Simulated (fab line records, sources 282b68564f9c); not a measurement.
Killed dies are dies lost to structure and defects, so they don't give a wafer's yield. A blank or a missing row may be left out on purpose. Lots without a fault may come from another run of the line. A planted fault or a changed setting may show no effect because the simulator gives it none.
One fault seen from 2 desks | flow rit_cmos | each desk has only its own numbers; what lay behind them comes last

THE TOOL OWNER'S DESK: pvd_sputter-01
The tool's own readings at RIT_M1_SPUTTER_00 (material Al, target thk 400 nm, time 500 s): means of the sampled wafers that have a number, for each lot that ran on this tool. A lot is out of limits, marked OUT, if its mean lies more than 4 standard deviations from the usual mean; the brackets give that distance.
Columns: A = chamber_pressure_pa at RIT_M1_SPUTTER_00, usual 0.3999 Pa; B = throttle_valve_pct at RIT_M1_SPUTTER_00, usual 30.1 %
lot  | first seen here | A                | B
L784 | day 5 07:11     | 0.4002           | 29.8
L791 | day 6 15:44     | 0.3637 (-44) OUT | 31.2
L792 | day 6 19:02     | 0.3627 (-45) OUT | 30.9
This desk's finding: out of limits on L791, L792; first on L791, day 6 15:44 (chamber_pressure_pa at RIT_M1_SPUTTER_00). In limits: L784.

THE METROLOGY DESK
What the gauges read, lot by lot, whatever tool the lot ran on: means of the sampled wafers that have a number. A lot is out of limits, marked OUT, if its mean lies more than 4 standard deviations from the usual mean; the brackets give that distance.
Columns: A = cd_nm at RIT_CONTACT_CD_MEAS_08, usual 999.8 nm; B = CONTACT_OVL at RIT_CONTACT_OVL_MEAS_09, usual -0.2 nm; C = cd_nm at RIT_CONTACT_CD_MEAS_90, usual 999.7 nm; D = M1_AL_RS at RIT_M1_RS_MEAS_01, usual 0.0733 ohm/sq; E = M1_AL_THK at RIT_M1_THK_MEAS_02, usual 405 nm; F = cd_nm at RIT_M1_CD_MEAS_09, usual 2600.8 nm; G = M1_OVL at RIT_M1_OVL_MEAS_10, usual -0.3 nm
lot  | first seen here | A      | B    | C      | D      | E   | F      | G
L783 | day 5 05:29     | 999.4  | -1.0 | 999.2  | 0.0730 | 411 | 2602.0 | 0.6
L784 | day 5 05:51     | 1000.5 | -1.5 | 1000.6 | 0.0724 | 408 | 2598.3 | -0.7
L791 | day 6 14:29     | 1001.9 | -1.0 | 1001.6 | 0.0711 | 413 | 2599.1 | -0.2
L792 | day 6 17:38     | 999.0  | -0.5 | 999.0  | 0.0724 | 410 | 2597.4 | 0.1
L793 | day 6 18:49     | 1002.9 | -1.3 | 1002.6 | 0.0739 | 404 | 2600.8 | -1.2
L794 | day 7 03:25     | 998.9  | 0.1  | 999.3  | 0.0727 | 409 | 2599.7 | -1.2
This desk's finding: nothing out of limits on any of the 6 lots.

PUT TOGETHER
The tool owner's desk could have raised an alarm at day 6 15:44, on L791, L792.
The metrology desk saw nothing out of limits.
The metrology desk has L791, L792 on record, within its limits.
Of the lots named, all ran RIT_M1_SPUTTER_00 on pvd_sputter-01.

WHAT THE SIMULATOR HAD PUT IN
Process parameter drift: pvd_sputter-01, from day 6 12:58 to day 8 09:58, at RIT_M1_SPUTTER_00. Setting chamber_pressure_pa, moved by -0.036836, from 0.4.
Lots struck among those shown: L791, L792.
Hours from the fault's start to each desk's first reading out of limits: the tool owner's desk, 3.
